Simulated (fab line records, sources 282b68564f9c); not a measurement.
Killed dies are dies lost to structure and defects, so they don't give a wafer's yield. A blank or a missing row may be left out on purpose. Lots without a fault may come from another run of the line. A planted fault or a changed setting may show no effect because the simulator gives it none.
One fault seen from 2 desks | flow rit_cmos | each desk has only its own numbers; what lay behind them comes last

THE TOOL OWNER'S DESK: pvd_sputter-04
The tool's own readings at RIT_SILICIDE_SPUTTER_01 (material Ti, target thk 30 nm, time 228.7 s): means of the sampled wafers that have a number, for each lot that ran on this tool. A lot is out of limits, marked OUT, if its mean lies more than 4 standard deviations from the usual mean; the brackets give that distance.
Columns: A = throttle_valve_pct at RIT_SILICIDE_SPUTTER_01, usual 29.8 %
lot  | first seen here | A
L405 | day 3 06:20     | 30.5
L411 | day 4 12:01     | 31.4
L413 | day 5 00:37     | 31.4
This desk's finding: nothing out of limits on any of the 3 lots.

THE METROLOGY DESK
What the gauges read, lot by lot, whatever tool the lot ran on: means of the sampled wafers that have a number. A lot is out of limits, marked OUT, if its mean lies more than 4 standard deviations from the usual mean; the brackets give that distance.
Columns: A = PSD_TW at RIT_PSD_TW_MEAS_10, usual 3433; B = PSD_RS at RIT_SDANNEAL_RS_MEAS_04, usual 116.1 ohm/sq; C = NSD_RS at RIT_SDANNEAL_RS_MEAS_05, usual 84.6 ohm/sq; D = PLDD_RS at RIT_SDANNEAL_RS_MEAS_06, usual 178.9 ohm/sq; E = NLDD_RS at RIT_SDANNEAL_RS_MEAS_07, usual 151.9 ohm/sq; F = SILICIDE_TI_RS at RIT_SILICIDE_RS_MEAS_02, usual 50.9 ohm/sq; G = SILICIDE_TI_THK at RIT_SILICIDE_THK_MEAS_03, usual 28.9 nm
lot  | first seen here | A    | B     | C    | D     | E     | F              | G
L405 | day 3 05:22     | 3444 | 116.2 | 84.1 | 179.1 | 151.2 | 51.6           | 28.5
L411 | day 4 11:04     | 3444 | 116.5 | 84.9 | 179.0 | 151.6 | 39.4 (-16) OUT | 35.6 (+18) OUT
L413 | day 4 23:38     | 3443 | 116.3 | 84.5 | 179.0 | 151.7 | 39.3 (-17) OUT | 35.5 (+18) OUT
L418 | day 6 00:11     | 3427 | 115.7 | 84.8 | 178.1 | 152.1 | 50.1           | 29.3
L420 | day 6 09:48     | 3428 | 115.9 | 84.8 | 178.3 | 152.0 | 50.7           | 29.0
L426 | day 7 14:13     | 3416 | 115.6 | 84.8 | 179.4 | 151.9 | 51.2           | 28.6
This desk's finding: out of limits on L411, L413; first on L411, day 4 12:13 (SILICIDE_TI_RS at RIT_SILICIDE_RS_MEAS_02). In limits: L405, L418, L420, L426.

PUT TOGETHER
The metrology desk could have raised an alarm at day 4 12:13, on L411, L413.
The tool owner's desk saw nothing out of limits.
The tool owner's desk has L411, L413 on record, within its limits.
Of the lots named, all ran RIT_SILICIDE_SPUTTER_01 on pvd_sputter-04.

WHAT THE SIMULATOR HAD PUT IN
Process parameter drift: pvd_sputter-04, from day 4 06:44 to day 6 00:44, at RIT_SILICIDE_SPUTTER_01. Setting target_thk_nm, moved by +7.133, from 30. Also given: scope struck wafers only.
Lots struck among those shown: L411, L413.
Hours from the fault's start to each desk's first reading out of limits: the metrology desk, 5.
